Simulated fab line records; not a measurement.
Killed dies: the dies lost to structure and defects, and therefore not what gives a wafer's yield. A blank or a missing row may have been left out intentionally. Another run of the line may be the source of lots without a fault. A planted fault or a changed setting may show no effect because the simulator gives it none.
Comparing a struck lot with a sound one -- flow rit_cmos -- 44 out of 202 route steps
Sound: wafers L921.1, L921.4, L921.5. Struck: wafers L932.1, L932.4, L932.6. Last of all comes the cause.
Order at every step that has rows: each side's tool, ch and its chambers, its first start. Under that, the readings that differ: sound wafers -- struck wafers -- difference of the means -- sigmas: that difference in standard deviations of wafers without a fault.
alike: readings whose means differ by less than 2 such deviations, and words and numbers that are the same on both sides. not compared: withheld readings, readings that some wafer has no value for, bounds like >300 that may hide the same value, and numbers for which the record gives no deviation and whose values overlap.
A row with sigmas, a row that says differs or no value, or rows on one side alone: a step with any of these is where the two part. Numbers that don't overlap but have no deviation are shown without sigmas and don't part them. Lack of a reading on every wafer of one side parts them only where that side has two or more wafers.

first, 4 steps without rows for these wafers: RIT_PLDD_SOFTBAKE_02 (time 60 s); RIT_PLDD_EXPOSE_03 (exposes mask M8, target cd 40900 nm); RIT_PLDD_PEB_04; RIT_PLDD_DEVELOP_05 (develop time 50 s).
RIT_PLDD_OVL_MEAS_06:
  sound: overlay-02 at day 4 03:04; struck: overlay-02 at day 6 06:13
  alike: PLDD_OVL
then, 2 steps without rows for these wafers: RIT_PLDD_HARDBAKE_07 (time 60 s); RIT_PLDD_IMPLANT_08.
RIT_PLDD_STRIP_09: strips in O2, time 180 s.
  sound on plasma_asher-01 ch 0,1, day 4 03:25; struck on plasma_asher-01 ch 0,1, day 6 06:32
  alike: drypump_motor_current_A, rf_refl_power_W
  not compared: rf_hours_counter_h
RIT_PLDD_TW_MEAS_10:
  sound: film_metro-03 at day 4 03:35; struck: film_metro-04 at day 6 06:43
  alike: PLDD_TW
then, 3 steps without rows for these wafers: RIT_SPACER_CLEAN_00 (cleans in SC1, time 600 s); RIT_SPACER_CLEAN_01 (cleans in dHF, time 30 s); RIT_SPACER_CLEAN_02 (cleans in SC2, time 600 s).
RIT_SPACER_CVD_03: deposits Si3N4 from SiH2Cl2/NH3, target thk 250 nm, time 3300 s.
  sound on lpcvd-02 ch 1, day 4 04:55; struck on lpcvd-02 ch 1, day 6 07:08
reading,sound,struck,difference,sigmas
model.Si3N4_of_SPACER_CVD_03.thk_nm (nm),250.7 249.6 247.9,271.5 270.7 273.1,+22.4,
  alike: nh3_flow_sccm, sih2cl2_flow_sccm, spike_tc_centre_C, susceptor_temp_C
RIT_SPACER_THK_MEAS_04:
  sound: film_metro-03 at day 4 06:50; struck: film_metro-01 at day 6 09:04
reading,sound,struck,difference,sigmas
SPACER_NITRIDE_THK (nm),250.8 249.8 247.9,271.4 270.7 273.2,+22.3,+10
RIT_SPACER_ETCHBACK_05: etches Si3N4 in SF6/CHF3, stops on SiO2, target depth 250 nm, time 240 s.
  sound on rie_diel-04 ch 0,2,3, day 4 06:53; struck on rie_diel-04 ch 0,2,3, day 6 09:07
reading,sound,struck,difference,sigmas
oes_product_au (a.u.),0.847 0.848 0.858,0.892 0.909 0.896,+0.048,+4
model.etch.depth_nm (nm),250.7 249.6 247.9,271.5 270.7 273.1,+22.4,
  alike: CHF3_flow_sccm, drypump_motor_current_A, rf_fwd_power_W, throttle_valve_pct
  not compared: rf_hours_counter_h
then, 6 steps without rows for these wafers: RIT_NSD_HMDS_00 (prime time 60 s); RIT_NSD_COAT_01 (resist thk 1000 nm); RIT_NSD_SOFTBAKE_02 (time 60 s); RIT_NSD_EXPOSE_03 (exposes mask M9, target cd 40700 nm); RIT_NSD_PEB_04; RIT_NSD_DEVELOP_05 (develop time 50 s).
RIT_NSD_OVL_MEAS_06:
  sound: overlay-02 at day 4 07:53; struck: overlay-01 at day 6 10:15
  alike: NSD_OVL
then, 2 steps without rows for these wafers: RIT_NSD_HARDBAKE_07 (time 60 s); RIT_NSD_IMPLANT_08.
RIT_NSD_STRIP_09: strips in O2, time 180 s.
  sound on plasma_asher-03 ch 0,1, day 4 08:13; struck on plasma_asher-03 ch 1, day 6 10:40
  alike: drypump_motor_current_A, rf_refl_power_W
  not compared: rf_hours_counter_h
RIT_NSD_TW_MEAS_10:
  sound: film_metro-04 at day 4 08:24; struck: film_metro-04 at day 6 10:50
  alike: NSD_TW
then, 6 steps without rows for these wafers: RIT_PSD_HMDS_00 (prime time 60 s); RIT_PSD_COAT_01 (resist thk 1000 nm); RIT_PSD_SOFTBAKE_02 (time 60 s); RIT_PSD_EXPOSE_03 (exposes mask M10, target cd 40900 nm); RIT_PSD_PEB_04; RIT_PSD_DEVELOP_05 (develop time 50 s).
RIT_PSD_OVL_MEAS_06:
  sound: overlay-01 at day 4 09:26; struck: overlay-01 at day 6 11:44
  alike: PSD_OVL
then, 2 steps without rows for these wafers: RIT_PSD_HARDBAKE_07 (time 60 s); RIT_PSD_IMPLANT_08.
RIT_PSD_STRIP_09: strips in O2, time 180 s.
  sound on plasma_asher-04 ch 0,1, day 4 09:46; struck on plasma_asher-04 ch 0,1, day 6 12:05
  alike: drypump_motor_current_A, rf_refl_power_W
  not compared: rf_hours_counter_h
RIT_PSD_TW_MEAS_10:
  sound: film_metro-01 at day 4 09:57; struck: film_metro-03 at day 6 12:15
  alike: PSD_TW
then, 3 steps without rows for these wafers: RIT_SDANNEAL_CLEAN_00 (cleans in SC1, time 600 s); RIT_SDANNEAL_CLEAN_01 (cleans in dHF, time 30 s); RIT_SDANNEAL_CLEAN_02 (cleans in SC2, time 600 s).
RIT_SDANNEAL_RTA_03: time 5 s.
  sound on rtp_anneal-01 ch 0, day 4 10:44; struck on rtp_anneal-02 ch 0, day 6 12:41
  alike: ramp_down_c_per_s, ramp_up_c_per_s, wafer_temp_C_max
RIT_SDANNEAL_RS_MEAS_04: uses a four-point probe to measure.
  sound: film_metro-01 at day 4 10:47; struck: film_metro-01 at day 6 12:44
  alike: PSD_RS
RIT_SILICIDE_WET_ETCH_00: etches SiO2 in BOE, target depth 14 nm, time 15 s.
  sound on wet_bench-03 ch 2, day 4 11:16; struck on wet_bench-03 ch 1, day 6 13:13
reading,sound,struck,difference,sigmas
model.Si3N4_of_SPACER_CVD_03.thk_nm (nm),194.8 194.1 193.2,211.4 210.7 212.5,+17.5,
RIT_M1_PROBE_99:
  sound: prober-02 at day 4 20:08; struck: prober-02 at day 6 20:06
  alike: killed_at_front_end, killed_dies, killed_open, killed_short

== WHERE THEY PART ==
Earliest at RIT_SPACER_THK_MEAS_04; latest, in this record, at RIT_SPACER_ETCHBACK_05. Later steps at which nothing parts them and some readings are alike: RIT_NSD_OVL_MEAS_06, RIT_NSD_STRIP_09, RIT_NSD_TW_MEAS_10, RIT_PSD_OVL_MEAS_06, RIT_PSD_STRIP_09, RIT_PSD_TW_MEAS_10, RIT_SDANNEAL_RTA_03, RIT_SDANNEAL_RS_MEAS_04, RIT_M1_PROBE_99.

WHY: whatever the simulator had introduced
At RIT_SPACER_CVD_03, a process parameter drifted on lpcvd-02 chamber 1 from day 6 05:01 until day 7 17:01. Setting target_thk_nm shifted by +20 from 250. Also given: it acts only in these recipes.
